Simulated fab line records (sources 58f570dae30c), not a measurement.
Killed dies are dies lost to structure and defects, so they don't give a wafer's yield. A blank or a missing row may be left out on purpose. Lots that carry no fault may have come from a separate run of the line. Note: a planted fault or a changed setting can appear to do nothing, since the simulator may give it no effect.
A struck lot beside a sound one | flow berkeley_cmos170 | 15 steps out of a route of 331
Sound: wafers L319.4, L319.5, L319.6. Wafers L333.2, L333.3, L333.4 were the ones struck. Last of all comes the cause.
Each step with rows lists, per side, the tool, then ch with its chambers, then its first start. Under that, the readings that differ: sound wafers | struck wafers | difference of the means | sigmas: that difference in standard deviations of wafers without a fault.
alike: same words and numbers on both sides, and readings whose means sit less than 2 such deviations apart. not compared: any withheld reading, any reading some wafer has no value for, any bound like >300 that may hide the same value, and any number with overlapping values for which the record gives no deviation.
Wherever a step has rows on one side only, a row that says differs or no value, or a row with sigmas, the two part there. When numbers do not overlap yet have no deviation, they are printed without sigmas and do not part them. A reading that every wafer of one side lacks parts them only if that side has two wafers or more.

first, 5 steps without rows for these wafers: UCB170_NLDD_COAT_01 (resist thk 900 nm); UCB170_NLDD_SOFTBAKE_02 (time 60 s); UCB170_NLDD_EXPOSE_03 (exposes mask NSELECT, target cd 1200 nm); UCB170_NLDD_PEB_04; UCB170_NLDD_DEVELOP_05 (develop time 45 s).
UCB170_NLDD_CD_MEAS_06: target cd 1200 nm.
  sound on cd_sem-01 at day 7 09:13; struck on cd_sem-01 at day 10 08:05
  alike: cd_nm
UCB170_NLDD_OVL_MEAS_07:
  sound on overlay-01 at day 7 09:17; struck on overlay-02 at day 10 08:11
  alike: NLDD_OVL
then, 2 steps without rows for these wafers: UCB170_NLDD_IMPLANT_08; UCB170_NLDD_IMPLANT_09.
UCB170_NLDD_STRIP_10: strips in O2.
  sound on plasma_asher-04 ch 0,1, day 7 09:38; struck on plasma_asher-04 ch 0,1, day 10 08:31
  reading                      | sound             | struck            | difference | sigmas
  strip_time_to_endpoint_s (s) | 21.59 21.52 21.55 | 21.77 21.69 21.76 | +0.19      | +3
  alike: drypump_motor_current_A, oes_product_au
  not compared: rf_hours_counter_h
UCB170_NLDD_TW_MEAS_11:
  sound on film_metro-04 at day 7 09:44; struck on film_metro-03 at day 10 08:37
  reading | sound          | struck         | difference | sigmas
  NLDD_TW | 2180 2185 2181 | 2229 2218 2221 | +41        | +2
then, 1 step without rows for these wafers: UCB170_NLDD_CLEAN_12 (cleans in SPM, time 600 s).
UCB170_SPACER_CVD_00: deposits SiO2 from TEOS/O2, target thk 376 nm, time 47 s.
  sound on pecvd-02 ch 0,1,2, day 7 09:58; struck on pecvd-03 ch 1,2, day 10 10:23
  reading                                 | sound             | struck            | difference | sigmas
  heater_power_w (W)                      | 315 306 311       | 188 190 201       | -118       | -2
  model.SiO2_of_SPACER_CVD_00.thk_nm (nm) | 387.8 375.1 374.2 | 656.6 648.8 660.5 | +276.3     |
  alike: pressure_mtorr, rf_fwd_power_W
UCB170_SPACER_THK_MEAS_01:
  sound on film_metro-02 at day 7 10:01; struck on film_metro-04 at day 10 10:40
  reading              | sound       | struck      | difference | sigmas
  SPACER_TEOS_THK (nm) | 388 375 374 | 657 649 661 | +277       | +46
  not compared: hold
UCB170_M3_PROBE_99:
  rows exist in the record for the sound wafers here (prober-01, day 9 00:55), none for the struck ones

== WHERE THEY PART ==
At UCB170_NLDD_STRIP_10 first; at UCB170_M3_PROBE_99 last (within this record only).

WHY: what had been put in by the simulator
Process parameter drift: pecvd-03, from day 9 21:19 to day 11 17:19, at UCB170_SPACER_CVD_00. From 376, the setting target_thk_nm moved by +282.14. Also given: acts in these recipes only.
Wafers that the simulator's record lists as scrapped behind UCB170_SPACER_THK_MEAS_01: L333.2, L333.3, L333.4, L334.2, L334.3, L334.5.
